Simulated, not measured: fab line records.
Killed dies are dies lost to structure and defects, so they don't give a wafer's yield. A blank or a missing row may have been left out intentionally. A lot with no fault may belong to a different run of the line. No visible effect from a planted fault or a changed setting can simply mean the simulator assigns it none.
fab line records ; flow ritCmos
record lots=16; wafers=48; lastDay=7
route steps=202 shown NLDD@106 M1@202
lots that met no fault: from a run of the same line without faults
startH: hours from the record's opening day to when the first of the lot's shown wafers began ; waitH: hours since the lot's step before ; " repeats the value in the row above ; L1.1+2: a single row standing in for several wafers ; - value missing, or start not given ; * or withheld: withheld ; < > ~ a bound
route shown NAME@n: a module of which the file shows steps, and the number in the route of the first ; usual: average and standard deviation across the fault-free wafers ; same: alike in all rows ; chamber/n: place in a boat ; sites: the reading at each site ; _std_site: the values' standard deviation ; _edge_site: the outer-site mean with the inner-site mean subtracted ; radiusMm: for every site, how far away it sits from the centre of the wafer ; mask NAME#n: copy n ; behind: the tool/chamber that last shaped the wafer ; hold: reason for holding the lot/hours on hold/outcome of the hold ; device: which transistor (n, p or np) failed to switch ; end of line: the tests these same wafers got at the end of their route ; a step given without rows: its recipe and nothing more ; killed: not the wafer's yield, but the dies lost to structure and defects at the first sort ; map: the dies of a wafer, with x for killed, . for not killed, _ for no die there
set.NAME: setting as actually run; set.NAME@STEP: the setting as run at that earlier step ; model.NAME: the simulator's own value behind a step, which no gauge read
a sample of lots followed through the steps of the route, with each step as a table and each wafer as a row
services: a tool's chamber out of use, with start hour (startH, from the record's first day; less than 0 if before it), hours out, and reason
## steps
# step RIT_NLDD_EXPOSE_03
# recipe maskId=M7; na=0.57; targetCdNm=40700; doseMj=250
# usual exposureDoseMJCm2=250.01/0.23
lot.wafer;tool;chamber;startH;waitH;mask;exposureDoseMJCm2
L431.1;ilineStepper-02;0;50.20;0.1;M7#0;249.98
L431.2;ilineStepper-02;0;50.20;0.1;M7#0;249.83
L431.5;ilineStepper-02;0;50.20;0.1;M7#0;249.78
L433.1;ilineStepper-02;0;60.80;0.1;M7#0;250.13
L433.3;ilineStepper-02;0;60.80;0.1;M7#0;250.10
L433.6;ilineStepper-02;0;60.80;0.1;M7#0;250.30
L434.1;ilineStepper-02;0;66.91;0.1;M7#0;250.15
L434.4;ilineStepper-02;0;66.91;0.1;M7#0;250.12
L434.6;ilineStepper-02;0;66.91;0.1;M7#0;250.72
L435.1;ilineStepper-02;0;70.61;0.1;M7#0;250.02
L435.2;ilineStepper-02;0;70.61;0.1;M7#0;250.17
L435.4;ilineStepper-02;0;70.61;0.1;M7#0;250.08
L436.1;ilineStepper-02;0;77.67;0.1;M7#0;250.41
L436.3;ilineStepper-02;0;77.67;0.1;M7#0;249.85
L436.5;ilineStepper-02;0;77.67;0.1;M7#0;250.04
L439.3;ilineStepper-01;0;91.89;0.2;M7#0;249.93
L439.4;ilineStepper-01;0;91.89;0.2;M7#0;249.71
L439.5;ilineStepper-01;0;91.89;0.2;M7#0;249.99
L441.1;ilineStepper-01;0;99.40;0.2;M7#0;249.47
L441.3;ilineStepper-01;0;99.40;0.2;M7#0;249.66
L441.6;ilineStepper-01;0;99.40;0.2;M7#0;250.04
L442.2;ilineStepper-01;0;103.07;0.1;M7#0;249.87
L442.3;ilineStepper-01;0;103.07;0.1;M7#0;249.97
L442.4;ilineStepper-01;0;103.07;0.1;M7#0;249.98
L443.1;ilineStepper-02;0;107.61;0.2;M7#0;250.10
L443.2;ilineStepper-02;0;107.61;0.2;M7#0;250.11
L443.6;ilineStepper-02;0;107.61;0.2;M7#0;250.19
L444.3;ilineStepper-01;0;115.87;0.2;M7#0;250.07
L444.4;ilineStepper-01;0;115.87;0.2;M7#0;250.27
L444.5;ilineStepper-01;0;115.87;0.2;M7#0;250.37
L445.3;ilineStepper-02;0;119.05;0.2;M7#0;249.90
L445.4;ilineStepper-02;0;119.05;0.2;M7#0;250.20
L445.5;ilineStepper-02;0;119.05;0.2;M7#0;249.95
L446.3;ilineStepper-01;0;125.41;0.2;M7#0;250.20
L446.4;ilineStepper-01;0;125.41;0.2;M7#0;250.03
L446.5;ilineStepper-01;0;125.41;0.2;M7#0;250.10
L447.1;ilineStepper-01;0;127.83;0.1;M7#0;250.01
L447.3;ilineStepper-01;0;127.83;0.1;M7#0;250.19
L447.4;ilineStepper-01;0;127.83;0.1;M7#0;250.01
L448.1;ilineStepper-01;0;135.36;0.1;M7#0;249.73
L448.2;ilineStepper-01;0;135.36;0.1;M7#0;249.68
L448.6;ilineStepper-01;0;135.36;0.1;M7#0;249.81
L449.1;ilineStepper-02;0;140.30;0.3;M7#0;250.11
L449.5;ilineStepper-02;0;140.30;0.3;M7#0;249.98
L449.6;ilineStepper-02;0;140.30;0.3;M7#0;249.99
L453.2;ilineStepper-02;0;158.62;0.2;M7#0;249.85
L453.3;ilineStepper-02;0;158.62;0.2;M7#0;249.67
L453.5;ilineStepper-02;0;158.62;0.2;M7#0;250.26
# step RIT_NLDD_OVL_MEAS_06
# usual NLDD_OVL=-0.8/1.2
lot.wafer;tool;chamber;startH;waitH;hold;NLDD_OVL[nm]
L431.1;overlay-02;-;50.60;-;-;-0.2
L431.2;overlay-02;-;50.60;-;-;-0.8
L431.5;overlay-02;-;50.60;-;-;-1.9
L433.1;overlay-02;-;61.20;-;-;0.2
L433.3;overlay-02;-;61.20;-;-;-2.2
L433.6;overlay-02;-;61.20;-;-;-0.6
L434.1;overlay-02;-;67.31;-;-;-0.6
L434.4;overlay-02;-;67.31;-;-;-2.2
L434.6;overlay-02;-;67.31;-;-;0.2
L435.1;overlay-02;-;71.01;-;-;0.2
L435.2;overlay-02;-;71.01;-;-;1.4
L435.4;overlay-02;-;71.01;-;-;-0.6
L436.1;overlay-02;-;78.07;-;-;-1.8
L436.3;overlay-02;-;78.07;-;-;-1.1
L436.5;overlay-02;-;78.07;-;-;-0.5
L439.3;overlay-01;-;92.27;-;-;2.7
L439.4;overlay-01;-;92.27;-;-;-0.2
L439.5;overlay-01;-;92.27;-;-;0.2
L441.1;overlay-02;-;99.80;-;-;-1.8
L441.3;overlay-02;-;99.80;-;-;-1.7
L441.6;overlay-02;-;99.80;-;-;-1.0
L442.2;overlay-02;-;103.62;-;-;-0.2
L442.3;overlay-02;-;103.62;-;-;-0.3
L442.4;overlay-02;-;103.62;-;-;-2.0
L443.1;overlay-01;-;108.01;-;-;-1.4
L443.2;overlay-01;-;108.01;-;-;-0.2
L443.6;overlay-01;-;108.01;-;-;-2.0
L444.3;overlay-02;-;116.24;-;awaitDispo/0.2h/release;-150.2
L444.4;overlay-02;-;116.24;-;awaitDispo/0.2h/release;-151.3
L444.5;overlay-02;-;116.24;-;awaitDispo/0.2h/release;-149.0
L444.3;overlay-02;-;116.44;0.2;-;-151.7
L444.4;overlay-02;-;116.44;0.2;-;-152.8
L444.5;overlay-02;-;116.44;0.2;-;-150.6
L445.3;overlay-01;-;119.42;-;-;-2.1
L445.4;overlay-01;-;119.42;-;-;-2.6
L445.5;overlay-01;-;119.42;-;-;-1.4
L446.3;overlay-01;-;125.79;-;awaitDispo/0.2h/release;-150.1
L446.4;overlay-01;-;125.79;-;awaitDispo/0.2h/release;-150.1
L446.5;overlay-01;-;125.79;-;awaitDispo/0.2h/release;-151.1
L446.3;overlay-01;-;125.99;0.2;-;-151.6
L446.4;overlay-01;-;125.99;0.2;-;-151.5
L446.5;overlay-01;-;125.99;0.2;-;-152.5
L447.1;overlay-02;-;128.23;-;awaitDispo/0.2h/release;-149.3
L447.3;overlay-02;-;128.23;-;awaitDispo/0.2h/release;-151.4
L447.4;overlay-02;-;128.23;-;awaitDispo/0.2h/release;-151.8
L447.1;overlay-02;-;128.43;0.2;-;-152.0
L447.3;overlay-02;-;128.43;0.2;-;-153.1
L447.4;overlay-02;-;128.43;0.2;-;-154.2
L448.1;overlay-02;-;135.76;-;awaitDispo/0.2h/release;-152.0
L448.2;overlay-02;-;135.76;-;awaitDispo/0.2h/release;-150.6
L448.6;overlay-02;-;135.76;-;awaitDispo/0.2h/release;-149.5
L448.1;overlay-02;-;135.97;0.2;-;-154.0
L448.2;overlay-02;-;135.97;0.2;-;-152.1
L448.6;overlay-02;-;135.97;0.2;-;-151.4
L449.1;overlay-01;-;140.70;-;-;-1.3
L449.5;overlay-01;-;140.70;-;-;-1.0
L449.6;overlay-01;-;140.70;-;-;0.0
L453.2;overlay-02;-;159.09;-;-;-2.3
L453.3;overlay-02;-;159.09;-;-;-3.2
L453.5;overlay-02;-;159.09;-;-;-2.2
# step RIT_M1_PROBE_99
# usual defectLimitedYield=97.4/1.1; killed_at_M0_to_M3=0.0/0.083; killedAtContacts=0.1/0.35; killedAtFrontEnd=6.9/2.8; killedDies=7.0/2.8; killedOnRim=1.8/1.3; killedOpen=3.4/2; killedShort=3.5/2.1; sort_bin_3_pad_short=0.1/0.19; sort_bin_5_function=1.5/0.79; sort_bin_6_memory=1.0/0.66; sortNPass=257.0/2.8; sortYieldPct=97.3/1.1
# same grossDies=264; killed_at_M4_up=0; killedAtBackSide=0; killedAtOther=0
lot.wafer;tool;chamber;startH;waitH;defectLimitedYield[%];killed_at_M0_to_M3;killedAtContacts;killedAtFrontEnd;killedDies;killedOnRim;killedOpen;killedShort;sort_bin_3_pad_short[%];sort_bin_5_function[%];sort_bin_6_memory[%];sortNPass;sortYieldPct[%]
L431.1;prober-02;-;65.90;0.1;95.1;0;0;13;13;4;4;9;0;3.0;1.9;251.0;95.1
L431.2;prober-02;-;65.95;0.1;98.1;0;0;5;5;3;0;5;0;0.8;1.1;259.0;98.1
L431.5;prober-02;-;66.10;0.2;95.1;0;0;13;13;2;6;7;0;2.7;2.3;251.0;95.1
L433.1;prober-02;-;78.25;0.1;98.5;0;0;4;4;1;3;1;0;0.8;0.8;260.0;98.5
L433.3;prober-02;-;78.35;0.2;97.0;0;0;8;8;2;7;1;0;1.9;1.1;256.0;97.0
L433.6;prober-02;-;78.50;0.2;97.3;0;0;7;7;2;4;3;0;2.3;0.4;257.0;97.3
L434.1;prober-01;-;83.06;0.1;97.3;0;0;7;7;2;0;7;0.4;1.1;1.1;257.0;97.3
L434.4;prober-01;-;83.21;0.2;96.6;0;0;9;9;0;4;5;0;2.3;1.1;255.0;96.6
L434.6;prober-01;-;83.31;0.2;97.3;0;0;7;7;1;5;2;0.4;0.8;1.5;257.0;97.3
L435.1;prober-02;-;86.86;0.1;97.0;0;0;8;8;3;3;5;0;1.5;1.5;256.0;97.0
L435.2;prober-02;-;86.91;0.1;100.0;0;0;0;0;0;0;0;0;0;0;264.0;100.0
L435.4;prober-02;-;87.01;0.2;97.3;0;0;7;7;3;4;3;0.4;1.9;0.4;257.0;97.3
L436.1;prober-01;-;93.43;0.1;97.7;0;0;6;6;3;1;5;0;1.5;0.8;258.0;97.7
L436.3;prober-01;-;93.53;0.2;98.1;0;0;5;5;2;1;4;0.8;1.1;0;259.0;98.1
L436.5;prober-01;-;93.63;0.2;95.8;0;1;10;11;4;4;7;0;1.1;3.0;253.0;95.8
L439.3;prober-02;-;108.45;0.2;97.7;0;0;6;6;1;3;3;0;1.1;1.1;258.0;97.7
L439.4;prober-02;-;108.50;0.2;98.9;0;0;3;3;0;2;1;0;0;1.1;261.0;98.9
L439.5;prober-02;-;108.55;0.2;97.0;0;0;8;8;2;4;4;0;2.7;0.4;256.0;97.0
L441.1;prober-02;-;115.24;0.1;97.7;0;0;6;6;1;3;3;0.4;0.4;1.5;258.0;97.7
L441.3;prober-02;-;115.34;0.2;98.5;0;0;4;4;0;3;1;0;0.8;0.8;260.0;98.5
L441.6;prober-02;-;115.49;0.2;98.5;0;0;4;4;0;1;3;0;0.4;1.1;260.0;98.5
L442.2;prober-01;-;119.29;0.1;98.9;0;0;3;3;2;2;1;0;0.8;0.4;261.0;98.9
L442.3;prober-01;-;119.34;0.2;96.6;0;0;9;9;4;5;4;0;2.3;1.1;255.0;96.6
L442.4;prober-01;-;119.39;0.2;98.5;0;1;3;4;1;1;3;0;0.4;1.1;260.0;98.5
L443.1;prober-02;-;123.48;0.1;98.9;1;0;2;3;1;1;2;0;0.8;0.4;261.0;98.9
L443.2;prober-02;-;123.53;0.1;98.5;0;0;4;4;0;2;2;0;1.1;0.4;260.0;98.5
L443.6;prober-02;-;123.73;0.2;97.7;0;0;6;6;2;2;4;0.4;1.5;0.4;258.0;97.7
L445.3;prober-02;-;135.16;0.2;98.1;0;0;5;5;2;1;4;0;0.8;1.1;259.0;98.1
L445.4;prober-02;-;135.21;0.2;97.7;0;0;6;6;0;4;2;0;1.5;0.8;258.0;97.7
L445.5;prober-02;-;135.26;0.2;97.7;0;0;6;6;0;3;3;0;1.1;1.1;258.0;97.7
L449.1;prober-01;-;159.98;0.1;97.3;0;0;7;7;3;1;6;0;0.4;2.3;257.0;97.3
L449.5;prober-01;-;160.18;0.2;97.3;0;0;7;7;2;3;4;0;1.1;1.5;257.0;97.3
L449.6;prober-01;-;160.23;0.2;96.6;0;0;9;9;4;4;5;0.4;1.9;1.1;255.0;96.6
L453.2;prober-02;-;174.46;0.1;98.9;0;0;3;3;0;0;3;0;1.1;0;261.0;98.9
L453.3;prober-02;-;174.51;0.2;96.2;0;0;10;10;4;5;5;0.4;2.7;0.8;254.0;96.2
L453.5;prober-02;-;174.61;0.2;98.1;0;0;5;5;2;1;4;0;0.8;1.1;259.0;98.1
# killed by level:class
L431.1 GATE:geometricParticle:short=4 GATE:geometricParticle:open=3 SPACER:geometricParticle:short=3 FOX1:geometricParticle:short=1 REOX:geometricParticle:short=1 SPACER:geometricParticle:open=1
L431.2 GATE:geometricParticle:short=2 SILICIDE:geometricParticle:short=2 FOX1:geometricParticle:short=1
L431.5 FOX1:geometricParticle:short=3 FOX1:geometricParticle:open=3 GATE:geometricParticle:open=2 GATE:geometricParticle:short=2 SPACER:geometricParticle:short=2 SPACER:geometricParticle:open=1
L433.1 GATE:geometricParticle:open=2 GATE:geometricParticle:short=1 REOX:geometricParticle:open=1
L433.3 GATE:geometricParticle:open=4 FOX2:geometricParticle:open=1 REOX:geometricParticle:open=1 REOX:geometricParticle:short=1 SPACER:geometricParticle:open=1
L433.6 REOX:geometricParticle:open=3 FOX1:geometricParticle:short=1 FOX2:geometricParticle:short=1 GATE:geometricParticle:open=1 SILICIDE:geometricParticle:short=1
L434.1 FOX1:geometricParticle:short=2 GATE:geometricParticle:short=2 FOX2:geometricParticle:short=1 REOX:geometricParticle:short=1 SILICIDE:geometricParticle:short=1
L434.4 GATE:geometricParticle:short=3 REOX:geometricParticle:open=2 FOX1:geometricParticle:short=1 FOX1:geometricParticle:open=1 GATE:geometricParticle:open=1 REOX:geometricParticle:short=1
L434.6 FOX2:geometricParticle:open=2 GATE:geometricParticle:short=2 SILICIDE:geometricParticle:open=2 REOX:geometricParticle:open=1
L435.1 GATE:geometricParticle:short=5 GATE:geometricParticle:open=2 FOX1:geometricParticle:open=1
L435.4 GATE:geometricParticle:open=2 SPACER:geometricParticle:short=2 FOX1:geometricParticle:open=1 GATE:geometricParticle:short=1 SPACER:geometricParticle:open=1
L436.1 SPACER:geometricParticle:short=3 REOX:geometricParticle:short=1 FOX2:geometricParticle:short=1 GATE:geometricParticle:open=1
L436.3 GATE:geometricParticle:short=3 GATE:geometricParticle:open=1 SPACER:geometricParticle:short=1
L436.5 GATE:geometricParticle:short=2 GATE:geometricParticle:open=2 SPACER:geometricParticle:short=2 SILICIDE:geometricParticle:short=2 SPACER:geometricParticle:open=1 SILICIDE:geometricParticle:open=1 CONTACT:geometricParticle:short=1
L439.3 GATE:geometricParticle:short=3 GATE:geometricParticle:open=1 REOX:geometricParticle:open=1 SPACER:geometricParticle:open=1
L439.4 GATE:geometricParticle:open=1 GATE:geometricParticle:short=1 SPACER:geometricParticle:open=1
L439.5 REOX:geometricParticle:open=3 GATE:geometricParticle:short=2 GATE:geometricParticle:open=1 REOX:geometricParticle:short=1 SPACER:geometricParticle:short=1
L441.1 GATE:geometricParticle:open=2 GATE:geometricParticle:short=1 REOX:geometricParticle:short=1 REOX:geometricParticle:open=1 SPACER:geometricParticle:short=1
L441.3 FOX1:geometricParticle:short=1 FOX2:geometricParticle:open=1 SPACER:geometricParticle:open=1 SILICIDE:geometricParticle:open=1
L441.6 SILICIDE:geometricParticle:short=2 FOX1:geometricParticle:short=1 SILICIDE:geometricParticle:open=1
L442.2 ACTIVE:geometricParticle:open=1 FOX1:geometricParticle:short=1 REOX:geometricParticle:open=1
L442.3 GATE:geometricParticle:open=3 GATE:geometricParticle:short=2 REOX:geometricParticle:open=1 SPACER:geometricParticle:short=1 SPACER:geometricParticle:open=1 SILICIDE:geometricParticle:short=1
L442.4 FOX1:geometricParticle:open=1 GATE:geometricParticle:short=1 SPACER:geometricParticle:short=1 CONTACT:geometricParticle:short=1
L443.1 FOX2:geometricParticle:short=1 GATE:geometricParticle:open=1 M1:geometricParticle:short=1
L443.2 FOX1:geometricParticle:short=1 GATE:geometricParticle:open=1 REOX:geometricParticle:open=1 REOX:geometricParticle:short=1
L443.6 FOX1:geometricParticle:short=1 FOX2:geometricParticle:short=1 GATE:geometricParticle:short=1 GATE:geometricParticle:open=1 REOX:geometricParticle:open=1 REOX:geometricParticle:short=1
L445.3 GATE:geometricParticle:short=4 SILICIDE:geometricParticle:open=1
L445.4 GATE:geometricParticle:open=2 FOX1:geometricParticle:short=1 GATE:geometricParticle:short=1 REOX:geometricParticle:open=1 SPACER:geometricParticle:open=1
L445.5 GATE:geometricParticle:open=2 FOX1:geometricParticle:short=1 GATE:geometricParticle:short=1 REOX:geometricParticle:open=1 SPACER:geometricParticle:short=1
L449.1 GATE:geometricParticle:short=3 FOX1:geometricParticle:short=1 REOX:geometricParticle:short=1 SPACER:geometricParticle:open=1 SPACER:geometricParticle:short=1
L449.5 GATE:geometricParticle:open=3 FOX1:geometricParticle:short=2 GATE:geometricParticle:short=1 SPACER:geometricParticle:short=1
L449.6 GATE:geometricParticle:short=3 GATE:geometricParticle:open=3 FOX1:geometricParticle:short=1 FOX1:geometricParticle:open=1 REOX:geometricParticle:short=1
L453.2 FOX1:geometricParticle:short=1 GATE:geometricParticle:short=1 SILICIDE:geometricParticle:short=1
L453.3 GATE:geometricParticle:short=3 GATE:geometricParticle:open=3 FOX1:geometricParticle:short=2 FOX1:geometricParticle:open=1 SILICIDE:geometricParticle:open=1
L453.5 GATE:geometricParticle:short=2 REOX:geometricParticle:short=2 FOX1:geometricParticle:open=1
## services
tool;chamber;startH;hours;kind
ilineStepper-01;0;42.99;-;calibration
ilineStepper-01;-;50.30;4.4;pm
ilineStepper-02;0;71.85;-;calibration
## key
firstSign step=RIT_NLDD_OVL_MEAS_06; reading=visit; direction=added
effect step=RIT_NLDD_OVL_MEAS_06; reading=NLDD_OVL; direction=down; sigmas=99+; usual=-0.8; struck=-150.5
metAt RIT_NLDD_EXPOSE_03
struckLots L444,L446,L447,L448
scrappedBehind RIT_NLDD_OVL_MEAS_06 L444.3,L444.4,L444.5,L446.3,L446.4,L446.5,L447.1,L447.3,L447.4,L448.1,L448.2,L448.6
onsetBetween 103.07 115.87
fault kind=scannerMatchingOverlay; tool=ilineStepper-01; chamber=-; onsetH=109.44; steps=RIT_NLDD_EXPOSE_03; offset=-150
